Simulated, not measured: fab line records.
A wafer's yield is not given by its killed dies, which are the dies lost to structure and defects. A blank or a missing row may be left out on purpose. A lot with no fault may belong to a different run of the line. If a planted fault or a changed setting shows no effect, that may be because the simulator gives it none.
8D (eight disciplines) problem report, filled in by code	flow ritCmos	the parts of the form that need people (team, actions taken, sign-off) are left out

## 1. WHAT WENT WRONG
Mean NRETRO_TW at RIT_NRETRO_TW_MEAS_10: 1176 over 9 wafers in 3 lots; fault-free wafers: 1055, standard deviation 11. Relative to the usual mean, that is a shift of +11 standard deviations.
First observed at day 3 02:55: wafer L528.1, on filmMetro-02. At this step, 42 wafers from 14 lots have a number in the record. By rule, "out" or "out of limits" means more than 4 standard deviations away from the usual mean. All remaining wafers that have a number are taken as sound.

## 2. WHAT IT IS AND WHAT IT IS NOT
question	is	is not
which readings at this step	NRETRO_TW	-
which lots	L528, L531, L533	L525, L526, L527, L530, L538, L539, L542, L543, L545, L546, L548
which wafers of those lots	all that have a number	-
read on which gauges	filmMetro-02, filmMetro-03	filmMetro-01
when	from day 3 02:55	up to then (9 sound wafers); but 24 sound wafers of L530, L538, L539, L542, L543, L545, L546, L548 came after

## 3. THE SUSPECTS, EACH WITH WHAT RULES IT OUT
Counting: a tool stays on the suspect list if, at a process step up to the reading, it processed all lots that are out and no sound lot following the first of them.
- the gauge at RIT_NRETRO_TW_MEAS_10 has been ruled out. Those wafers that are out were read across 2 gauges (filmMetro-02, filmMetro-03).
- implanter-03 at RIT_NRETRO_IMPLANT_08: ruled out as a lasting fault. The sound lots L548 went through it after L528, its earliest lot that is out (day 3 02:35).
Left after counting: nothing in the record.

## 4. THE CAUSE (what the simulator had put in)
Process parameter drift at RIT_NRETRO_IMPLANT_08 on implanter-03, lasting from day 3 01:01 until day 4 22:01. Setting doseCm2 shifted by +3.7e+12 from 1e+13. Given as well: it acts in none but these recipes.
The count ruled it out by mistake, since the rule takes a fault to strike every lot its tool runs from the start of the fault on, and this one did not do so.

## 5. THE CHAIN OF EFFECTS, in route order
Each row: a reading whose mean over the struck wafers that have a number lies more than 3 standard deviations from the usual. Readings are gone through only where the record gives a usual standard deviation; hours: the median, over the lots, of the time from a lot's start at the first step in this table giving one to that lot's start at this step; sigmas: the change measured in usual standard deviations.
hours	step	reading	usual	on struck wafers	change	sigmas
0	RIT_NRETRO_IMPLANT_08	doseIonsCm2	1e+13	1e+13	+4e+12	+99 or more
0	RIT_NRETRO_IMPLANT_08	faradayCurrentUA	31.7	43.5	+11.8	+21
0	RIT_NRETRO_TW_MEAS_10	NRETRO_TW	1055	1176	+121	+11
Process steps it contains:
- RIT_NRETRO_IMPLANT_08
Later steps that measure or inspect, where all struck wafers having a row at the step show a number for every such reading and not one has moved that far: RIT_M1_THK_MEAS_02.

## 6. WHAT WOULD HAVE CAUGHT IT SOONER
2 hours passed between the start of the fault at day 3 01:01 and the first reading out of limits at a measuring or inspecting step in this record, taken at day 3 02:55.
Tool's own readings at RIT_NRETRO_IMPLANT_08, doseIonsCm2, faradayCurrentUA: out on all struck wafers the step has rows for; an alarm limit on them would have tripped on the first.
